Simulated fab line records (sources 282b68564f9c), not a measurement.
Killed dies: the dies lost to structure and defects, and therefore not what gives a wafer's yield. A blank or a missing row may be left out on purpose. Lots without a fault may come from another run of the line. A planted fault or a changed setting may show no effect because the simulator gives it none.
Which of the tools did it?	flow rit-cmos	21 wafers from 7 lots sampled at 2 of the route's 202 steps

## WHAT THE GAUGES READ, wafer by wafer
RIT_FOX2_THK_MEAS_01.
lot	measured	on	FOX2_OXIDE_THK (nm)
L575	day 2 12:16	film-metro-02	350 358 354
L577	day 2 22:14	film-metro-03	350 355 351
L579	day 3 08:54	film-metro-03	354 352 354
L581	day 3 18:28	film-metro-04	348 351 354
L584	day 4 09:15	film-metro-03	343 341 341
L589	day 5 09:26	film-metro-04	279 281 286
L593	day 6 04:34	film-metro-03	356 361 355

## EACH LOT AND THE TOOL THAT RAN IT (in order: tool; ch and the chambers of the sampled wafers; start)
lot	RIT_FOX2_OXIDATION_00
L575	furnace-03 ch 0, day 2 10:58
L577	furnace-03 ch 0, day 2 20:55
L579	furnace-01 ch 0, day 3 07:35
L581	furnace-01 ch 0, day 3 17:08
L584	furnace-04 ch 0, day 4 07:56
L589	furnace-03 ch 0, day 5 08:05
L593	furnace-01 ch 0, day 6 03:14
- RIT_FOX2_OXIDATION_00: target thk 350.7 nm, ox time 1130 s.

## THE ANSWER, worked out from the rows above alone
Rule: the usual values come from the lots themselves. Put in order of their means at a reading, lots are off if they are a third of the lots or fewer, leave a main group of 4 or more, and stand apart from it by a gap of 3 or more times the standard deviation of the main group's means; of several such gaps the widest counts. If all means in a main group match to the digits the tables above print for the reading, that group is not used. Also off: a lot with no number at a reading for which 4 or more lots have one. The other lots that the step has rows for count as sound.
Off: at RIT_FOX2_THK_MEAS_01 (FOX2_OXIDE_THK), L589. The main group has a mean of 352 nm with a standard deviation of 4.8.
A tool fits if, at a process step before that reading, it ran every lot that is off, and no sound lot after the first of them. The gauges at RIT_FOX2_THK_MEAS_01 are tried like those tools. 2 tools fit, furnace-03 at RIT_FOX2_OXIDATION_00 and film-metro-04 at RIT_FOX2_THK_MEAS_01, so this cannot tell which one it is.

## WHAT WAS PUT IN BY THE SIMULATOR
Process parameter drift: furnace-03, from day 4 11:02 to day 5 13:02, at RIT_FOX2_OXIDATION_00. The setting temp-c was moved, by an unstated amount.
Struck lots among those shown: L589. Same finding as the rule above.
